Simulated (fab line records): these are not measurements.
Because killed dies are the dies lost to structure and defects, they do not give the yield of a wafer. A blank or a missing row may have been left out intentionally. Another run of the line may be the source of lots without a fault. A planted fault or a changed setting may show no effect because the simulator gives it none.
A lot that was struck, set against a sound lot -- flow ritCmos -- 44 out of 202 route steps
Sound: these wafers, L981.3, L981.5, L981.6. Wafers L991.1, L991.2, L991.5 were the ones struck. The cause comes at the end.
Each step with rows lists, per side, the tool, then ch with its chambers, then its first start. Under that, the readings that differ: sound wafers -- struck wafers -- difference of the means -- sigmas: that difference in standard deviations of wafers without a fault.
alike: readings with means less than 2 such deviations apart, plus words and numbers identical on both sides. not compared: withheld readings, readings lacking a value on some wafer, bounds such as >300 that could conceal the same value, and numbers that have no deviation in the record and whose values overlap.
Wherever a step has rows on one side only, a row that says differs or no value, or a row with sigmas, the two part there. Non-overlapping numbers with no deviation appear without sigmas and do not part them. A reading that every wafer of one side lacks parts them only if that side has two wafers or more.

first, 1 step without rows for these wafers: RIT_PRETRO_IMPLANT_08.
RIT_PRETRO_STRIP_09: strips in O2, time 180 s.
  sound on plasmaAsher-04 ch 0,1, day 2 09:14; struck on plasmaAsher-04 ch 0,1, day 4 09:12
  alike: drypumpMotorCurrentA
  not compared: rfHoursCounterH
RIT_PRETRO_TW_MEAS_10:
  sound on filmMetro-04 at day 2 09:23; struck on filmMetro-04 at day 4 09:23
  alike: PRETRO_TW
then, 5 steps without rows for these wafers: RIT_GATE_WET_ETCH_00 (etches SiO2 in BOE, target depth 56 nm, time 60 s); RIT_GATE_CLEAN_01 (cleans in SC1, time 600 s); RIT_GATE_CLEAN_02 (cleans in dHF, time 30 s); RIT_GATE_CLEAN_03 (cleans in SC2, time 600 s); RIT_GATE_CLEAN_04 (cleans in dHF, time 60 s).
RIT_FOX2_THK_MEAS_91:
  sound on filmMetro-03 at day 2 09:53; struck on filmMetro-01 at day 4 10:07
reading,sound,struck,difference,sigmas
FIELD_OXIDE_LEFT_2_THK (nm),263 256 255,251 245 244,-11,-2
then, 2 steps without rows for these wafers: RIT_GATE_OXIDATION_05 (target thk 3 nm, ox time 270 s); RIT_GATE_ANNEAL_06 (time 600 s).
RIT_GATE_THK_MEAS_07:
  sound on filmMetro-04 at day 2 11:29; struck on filmMetro-01 at day 4 16:10
  alike: GATE_OXIDE_THK
RIT_GATE_CVD_08: deposits poly-Si from SiH4, target thk 250 nm, time 2220 s.
  sound on lpcvd-02 ch 1, day 2 11:31; struck on lpcvd-02 ch 1, day 4 16:13
reading,sound,struck,difference,sigmas
model.poly-Si_of_GATE_CVD_08.thkNm (nm),252 253.1 251.4,235.4 237 234.7,-16.5,
RIT_GATE_THK_MEAS_09:
  sound on filmMetro-04 at day 2 13:10; struck on filmMetro-01 at day 4 17:50
reading,sound,struck,difference,sigmas
GATE_POLY_THK (nm),251.8 253.1 251.4,235.5 237.1 234.6,-16.4,-9
then, 6 steps without rows for these wafers: RIT_GATE_HMDS_10 (prime time 60 s); RIT_GATE_COAT_11 (resist thk 850 nm); RIT_GATE_SOFTBAKE_12 (time 60 s); RIT_GATE_EXPOSE_13 (exposes mask M6, target cd 150 nm); RIT_GATE_PEB_14; RIT_GATE_DEVELOP_15 (develop time 50 s).
RIT_GATE_CD_MEAS_16 targets a cd of 150 nm.
  sound on cdSem-01 at day 2 14:09; struck on cdSem-01 at day 4 18:44
  alike: cdNm
RIT_GATE_OVL_MEAS_17:
  sound on overlay-01 at day 2 14:14; struck on overlay-01 at day 4 18:52
  alike: GATE_OVL
then, 1 step without rows for these wafers: RIT_GATE_HARDBAKE_18 (time 60 s).
RIT_GATE_ETCH_19: etches poly-Si in SF6/CHF3/O2, stops on SiO2, time 165 s, target depth 312.5 nm.
  sound on rieSi-01 ch 0,1,3, day 2 14:25; struck on rieSi-01 ch 0,2, day 4 19:03
reading,sound,struck,difference,sigmas
oesProductAu (a.u.),0.867 0.847 0.833,0.822 0.803 0.804,-0.039,-2
model.etch.depthNm (nm),252 253.1 251.4,235.4 237 234.7,-16.5,
model.GATE.featureDepthNm (nm),252 253.1 251.4,235.4 237 234.7,-16.5,
  alike: drypumpMotorCurrentA, throttleValvePct
  not compared: rfHoursCounterH
RIT_GATE_STRIP_20: strips in O2, time 180 s.
  sound on plasmaAsher-03 ch 0,1, day 2 14:35; struck on plasmaAsher-01 ch 0,1, day 4 19:10
  alike: drypumpMotorCurrentA
  not compared: rfHoursCounterH
RIT_GATE_CD_MEAS_90 targets a cd of 150 nm.
  sound on cdSem-02 at day 2 14:44; struck on cdSem-02 at day 4 19:20
  alike: cdNm
then, 4 steps without rows for these wafers: RIT_REOX_CLEAN_00 (cleans in SC1, time 600 s); RIT_REOX_CLEAN_01 (cleans in dHF, time 30 s); RIT_REOX_CLEAN_02 (cleans in SC2, time 600 s); RIT_REOX_OXIDATION_03 (target thk 25.2 nm, ox time 5580 s).
RIT_REOX_THK_MEAS_04:
  sound on filmMetro-04 at day 2 17:48; struck on filmMetro-02 at day 4 23:08
  alike: REOX_OXIDE_THK
then, 6 steps without rows for these wafers: RIT_NLDD_HMDS_00 (prime time 60 s); RIT_NLDD_COAT_01 (resist thk 1000 nm); RIT_NLDD_SOFTBAKE_02 (time 60 s); RIT_NLDD_EXPOSE_03 (exposes mask M7, target cd 40700 nm); RIT_NLDD_PEB_04; RIT_NLDD_DEVELOP_05 (develop time 50 s).
RIT_NLDD_OVL_MEAS_06:
  sound on overlay-02 at day 2 18:52; struck on overlay-02 at day 5 00:10
  alike: NLDD_OVL
then, 2 steps without rows for these wafers: RIT_NLDD_HARDBAKE_07 (time 60 s); RIT_NLDD_IMPLANT_08.
RIT_NLDD_STRIP_09: strips in O2, time 180 s.
  sound on plasmaAsher-03 ch 0,1, day 2 19:17; struck on plasmaAsher-02 ch 0,1, day 5 00:30
  alike: drypumpMotorCurrentA
  not compared: rfHoursCounterH
RIT_NLDD_TW_MEAS_10:
  sound on filmMetro-03 at day 2 19:26; struck on filmMetro-02 at day 5 00:40
  alike: NLDD_TW
RIT_SDANNEAL_CLEAN_02: cleans in SC2, time 600 s.
  sound on wetBench-03 ch 0, day 3 03:34; struck on wetBench-03 ch 0, day 5 07:51
reading,sound,struck,difference,sigmas
model.poly-Si_of_GATE_CVD_08.thkNm (nm),163.5 164.5 163.8,149 152.1 148.4,-14,
RIT_M1_PROBE_99:
  sound on prober-01 at day 3 11:58; struck on prober-01 at day 5 15:28
reading,sound,struck,difference,sigmas
killedAtFrontEnd,12 14 13,4 8 7,-7,-2
killedDies,12 14 13,4 8 7,-7,-2
  alike: killed_at_M0_to_M3, killedOpen, killedShort
  not compared: model.etest.nmosTurned.driveUaUm, model.etest.polyCombOverSteps.leakLog10AUm

## WHERE THEY PART
Last at RIT_M1_PROBE_99 as far as this record goes, first at RIT_FOX2_THK_MEAS_91.

WHY: what the simulator had put in
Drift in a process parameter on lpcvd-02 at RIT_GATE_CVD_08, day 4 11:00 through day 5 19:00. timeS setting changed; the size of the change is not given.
